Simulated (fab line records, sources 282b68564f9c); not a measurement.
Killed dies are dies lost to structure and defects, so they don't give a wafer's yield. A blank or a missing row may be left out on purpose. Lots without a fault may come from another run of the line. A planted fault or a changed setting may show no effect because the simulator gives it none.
Which tool did it? | flow rit_cmos | 14 lots, 42 wafers sampled, at 4 steps of a route of 202

WHAT THE GAUGES READ, wafer by wafer
RIT_ACTIVE_BOW_MEAS_00. Usual: INCOMING_BOW 1 um, standard deviation 7.
lot  | measured    | on            | INCOMING_BOW (um) | flag
L908 | day 1 10:02 | film_metro-02 | -4 -2 6           |
L909 | day 1 15:00 | film_metro-01 | -3 11 -8          |
L910 | day 1 20:01 | film_metro-01 | -2 -8 -6          |
L911 | day 2 01:00 | film_metro-04 | 1 17 6            |
L912 | day 2 06:08 | film_metro-04 | -4 4 3            |
L913 | day 2 11:01 | film_metro-02 | 3 -4 -9           |
L914 | day 2 16:02 | film_metro-04 | -5 5 -3           |
L916 | day 3 02:00 | film_metro-04 | 3 -7 9            |
L921 | day 4 03:04 | film_metro-02 | -2 7 -4           |
L922 | day 4 08:01 | film_metro-04 | -2 11 -4          |
L926 | day 5 04:00 | film_metro-02 | 1 -8 10           |
L927 | day 5 09:00 | film_metro-02 | 0 4 -6            |
L928 | day 5 14:01 | film_metro-02 | -8 -1 1           |
L930 | day 6 00:00 | film_metro-01 | 6 -12 -8          |

RIT_PRETRO_TW_MEAS_10. Usual: PRETRO_TW 475, standard deviation 4.9.
lot  | measured    | on            | PRETRO_TW   | flag
L908 | day 2 07:45 | film_metro-03 | 480 480 479 |
L909 | day 2 13:52 | film_metro-02 | 471 468 468 |
L910 | day 2 23:04 | film_metro-04 | 473 474 473 |
L911 | day 3 05:28 | film_metro-03 | 476 478 477 |
L912 | day 3 09:55 | film_metro-02 | 471 467 470 |
L913 | day 3 10:17 | film_metro-03 | 479 479 480 |
L914 | day 3 15:29 | film_metro-04 | 475 476 474 |
L916 | day 4 00:29 | film_metro-04 | 470 467 469 |
L921 | day 5 00:39 | film_metro-03 | 522 518 523 | OFF
L922 | day 5 06:32 | film_metro-02 | 510 509 510 | OFF
L926 | day 6 01:29 | film_metro-03 | 478 478 478 |
L927 | day 6 07:41 | film_metro-03 | 477 478 481 |
L928 | day 6 11:13 | film_metro-04 | 474 477 477 |
L930 | day 6 21:11 | film_metro-03 | 479 479 479 |

WHICH TOOL RAN EACH LOT (tool, then ch and the chambers of the sampled wafers, then the start)
lot  | RIT_NRETRO_STRIP_09                 | RIT_PRETRO_IMPLANT_08
L908 | plasma_asher-02 ch 0,1, day 2 05:48 | implanter-01 ch 0, day 2 07:28
L909 | plasma_asher-01 ch 0,1, day 2 12:08 | implanter-01 ch 0, day 2 13:32
L910 | plasma_asher-04 ch 0,1, day 2 21:20 | implanter-03 ch 0, day 2 22:46
L911 | plasma_asher-02 ch 0,1, day 3 03:44 | implanter-03 ch 0, day 3 05:08
L912 | plasma_asher-02 ch 0,1, day 3 08:11 | implanter-01 ch 0, day 3 09:37
L913 | plasma_asher-04 ch 0,1, day 3 08:25 | implanter-02 ch 0, day 3 09:58
L914 | plasma_asher-04 ch 0,1, day 3 13:48 | implanter-02 ch 0, day 3 15:11
L916 | plasma_asher-02 ch 0,1, day 3 22:46 | implanter-02 ch 0, day 4 00:10
L921 | plasma_asher-02 ch 0,1, day 4 22:50 | implanter-03 ch 0, day 5 00:22
L922 | plasma_asher-02 ch 0,1, day 5 04:48 | implanter-03 ch 0, day 5 06:14
L926 | plasma_asher-01 ch 1, day 5 23:37   | implanter-02 ch 0, day 6 01:09
L927 | plasma_asher-04 ch 0,1, day 6 05:50 | implanter-02 ch 0, day 6 07:22
L928 | plasma_asher-01 ch 0,1, day 6 09:28 | implanter-02 ch 0, day 6 10:54
L930 | plasma_asher-01 ch 0,1, day 6 19:28 | implanter-02 ch 0, day 6 20:52
- RIT_NRETRO_STRIP_09: strips in O2, time 180 s.
- RIT_PRETRO_IMPLANT_08

WHAT THE TOOLS THEMSELVES READ (means of the sampled wafers that have a number; where no wafer has one, the mark that the record gives instead)
RIT_NRETRO_STRIP_09. Usual: drypump_motor_current_A 5.9 A, standard deviation 0.5.
lot  | tool            | drypump_motor_current_A (A) | flag
L908 | plasma_asher-02 | 6.2                         |
L909 | plasma_asher-01 | 6.4                         |
L910 | plasma_asher-04 | 5.6                         |
L911 | plasma_asher-02 | 6.1                         |
L912 | plasma_asher-02 | 6.4                         |
L913 | plasma_asher-04 | 5.6                         |
L914 | plasma_asher-04 | 5.6                         |
L916 | plasma_asher-02 | 6.4                         |
L921 | plasma_asher-02 | 6.1                         |
L922 | plasma_asher-02 | 6.4                         |
L926 | plasma_asher-01 | 5.9                         |
L927 | plasma_asher-04 | 5.4                         |
L928 | plasma_asher-01 | 6.2                         |
L930 | plasma_asher-01 | 6.4                         |

RIT_PRETRO_IMPLANT_08. Usual: dose_ions_cm2 1.2002e+13, standard deviation 1.3e+10; faraday_current_uA 38.1, standard deviation 0.78.
lot  | tool         | dose_ions_cm2 | faraday_current_uA | flag
L908 | implanter-01 | 1.2019e+13    | 38.2               |
L909 | implanter-01 | 1.2003e+13    | 38.7               |
L910 | implanter-03 | 1.1998e+13    | 38.7               |
L911 | implanter-03 | 1.2011e+13    | 38.3               |
L912 | implanter-01 | 1.2007e+13    | 37.5               |
L913 | implanter-02 | 1.1992e+13    | 37.6               |
L914 | implanter-02 | 1.1989e+13    | 37.7               |
L916 | implanter-02 | 1.1996e+13    | 38.4               |
L921 | implanter-03 | 1.5687e+13    | 49.3               | OFF
L922 | implanter-03 | 1.5705e+13    | 49.4               | OFF
L926 | implanter-02 | 1.1981e+13    | 37.9               |
L927 | implanter-02 | 1.2005e+13    | 38.2               |
L928 | implanter-02 | 1.2001e+13    | 38.5               |
L930 | implanter-02 | 1.1995e+13    | 38.0               |

THE ANSWER, worked out from the rows above alone
Rule: a lot is off if the mean of its wafers that have a number lies more than 3 standard deviations from the usual mean. A lot without any number at a reading at which 4 lots or more have one is off too. The other lots that the step has rows for count as sound. The gauges are gone through in route order, then the tools' own readings, and for those a lot's mean is taken as printed above. The first step at which some lot is off is used, and at that step the reading that is off furthest; a lot without a number counts as furthest.
Off: L921, L922, at RIT_PRETRO_TW_MEAS_10 (PRETRO_TW).
A tool fits if, at a process step before that reading, it ran every lot that is off, and no sound lot after the first of them. The gauges at RIT_PRETRO_TW_MEAS_10 aren't tried: what is off there is off at RIT_PRETRO_IMPLANT_08 too, on other tools, and a gauge's error can't cause that. Can't be told from this: 2 tools fit, plasma_asher-02 at RIT_NRETRO_STRIP_09, implanter-03 at RIT_PRETRO_IMPLANT_08.

WHAT THE SIMULATOR HAD PUT IN
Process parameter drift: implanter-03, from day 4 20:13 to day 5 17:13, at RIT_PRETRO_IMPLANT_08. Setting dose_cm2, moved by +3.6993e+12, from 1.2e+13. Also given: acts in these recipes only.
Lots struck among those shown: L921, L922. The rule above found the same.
